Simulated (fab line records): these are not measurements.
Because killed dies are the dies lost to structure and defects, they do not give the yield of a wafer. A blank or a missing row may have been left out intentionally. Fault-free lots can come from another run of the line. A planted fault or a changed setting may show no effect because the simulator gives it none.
Which tool did it? ; flow berkeley_cmos170 ; 14 lots with 42 wafers sampled at 3 steps, on a route of 331 steps

== WHAT THE GAUGES READ, wafer by wafer ==
UCB170_FIELD_THK_MEAS_91. Usual: FIELD_OXIDE_LEFT_2_THK typically reads 353 nm, with standard deviation 12.
lot;measured;on;FIELD_OXIDE_LEFT_2_THK (nm);flag
L207;day 7 00:53;film_metro-01;340 342 348;
L209;day 7 01:34;film_metro-03;336 345 336;
L208;day 7 01:37;film_metro-01;350 350 357;
L210;day 7 20:15;film_metro-04;355 347 360;
L214;day 8 15:29;film_metro-04;343 331 344;
L216;day 9 05:19;film_metro-04;347 342 341;
L219;day 9 14:34;film_metro-04;354 356 358;
L220;day 10 01:43;film_metro-03;355 350 360;
L222;day 10 02:22;film_metro-03;347 356 343;
L223;day 10 22:58;film_metro-03;379 372 371;
L226;day 10 23:16;film_metro-01;332 357 349;
L224;day 10 23:47;film_metro-04;364 355 363;
L227;day 11 02:40;film_metro-04;350 354 354;
L228;day 11 03:04;film_metro-01;349 347 341;

UCB170_PSD_TW_MEAS_10. Usual: PSD_TW typically reads 2331, with standard deviation 18.
lot;measured;on;PSD_TW;flag
L207;day 8 11:39;film_metro-03;2343 2339 2342;
L209;day 8 11:53;film_metro-04;2308 2311 2312;
L208;day 8 11:46;film_metro-02;2318 2312 2309;
L210;day 9 04:31;film_metro-04;2304 2304 2317;
L214;day 9 19:38;film_metro-03;2367 2359 2358;
L216;day 10 04:10;film_metro-03;2345 2337 2350;
L219;day 10 14:54;film_metro-04;2311 2308 2309;
L220;day 11 01:33;film_metro-03;2333 2334 2332;
L222;day 11 01:43;film_metro-02;2340 2336 2347;
L223;day 12 02:15;film_metro-04;2306 2293 2298;
L226;day 12 02:29;film_metro-04;2300 2309 2302;
L224;day 12 02:46;film_metro-02;2338 2347 2341;
L227;day 12 03:02;film_metro-02;2335 2342 2334;
L228;day 12 02:38;film_metro-03;2354 2358 2348;

== WHAT TOOL EACH LOT RAN ON (gives the tool, then ch and the chambers of the sampled wafers, and finally the start) ==
lot;UCB170_PLDD_STRIP_10
L207;plasma_asher-03 ch 0,1, day 7 22:31
L209;plasma_asher-02 ch 0,1, day 7 22:47
L208;plasma_asher-01 ch 0,1, day 7 22:48
L210;plasma_asher-01 ch 0,1, day 8 18:10
L214;plasma_asher-02 ch 0,1, day 9 11:17
L216;plasma_asher-01 ch 0,1, day 9 19:31
L219;plasma_asher-01 ch 0,1, day 10 05:46
L220;plasma_asher-01 ch 0,1, day 10 18:10
L222;plasma_asher-01 ch 0,1, day 10 19:09
L223;plasma_asher-01 ch 0,1, day 11 14:07
L226;plasma_asher-02 ch 0,1, day 11 14:29
L224;plasma_asher-03 ch 0,1, day 11 14:53
L227;plasma_asher-01 ch 0,1, day 11 17:18
L228;plasma_asher-03 ch 0,1, day 11 17:36
- UCB170_PLDD_STRIP_10: strips in O2.

== WHAT THE TOOLS THEMSELVES READ (means of the sampled wafers that have a number; where no wafer has one, the mark that the record gives instead) ==
UCB170_PLDD_STRIP_10. Usual: drypump_motor_current_A 5.6 A, standard deviation 0.34; oes_product_au 0.734 a.u., standard deviation 0.0045; strip_time_to_endpoint_s 21.64 s, standard deviation 0.058.
lot;tool;drypump_motor_current_A (A);oes_product_au (a.u.);strip_time_to_endpoint_s (s);flag
L207;plasma_asher-03;5.2;0.732;21.65;
L209;plasma_asher-02;5.8;0.733;21.67;
L208;plasma_asher-01;5.6;0.735;21.60;
L210;plasma_asher-01;5.5;0.735;21.62;
L214;plasma_asher-02;5.8;0.731;21.62;
L216;plasma_asher-01;5.6;0.730;21.57;
L219;plasma_asher-01;5.5;0.735;21.65;
L220;plasma_asher-01;5.6;0.732;21.66;
L222;plasma_asher-01;5.6;0.733;21.62;
L223;plasma_asher-01;5.6;0.734;21.61;
L226;plasma_asher-02;5.8;0.737;21.66;
L224;plasma_asher-03;5.5;0.734;21.61;
L227;plasma_asher-01;5.5;0.734;21.60;
L228;plasma_asher-03;5.2;0.733;21.79;

== THE ANSWER, worked out from the rows above alone ==
Rule: lot off if the mean of its wafers having a number is beyond 3 standard deviations from the usual mean. Also off: a lot with no number at a reading for which 4 or more lots have one. Where the step has rows for the other lots, those lots are counted as sound. First the gauges in route order, then the tools' own readings, where a lot's mean is used as printed above. At the first step where some lot is off, the reading lying furthest off is the one used; lots without a number count as furthest.
None of the lots is off at any reading shown; this tells nothing.

== WHAT WAS PUT IN BY THE SIMULATOR ==
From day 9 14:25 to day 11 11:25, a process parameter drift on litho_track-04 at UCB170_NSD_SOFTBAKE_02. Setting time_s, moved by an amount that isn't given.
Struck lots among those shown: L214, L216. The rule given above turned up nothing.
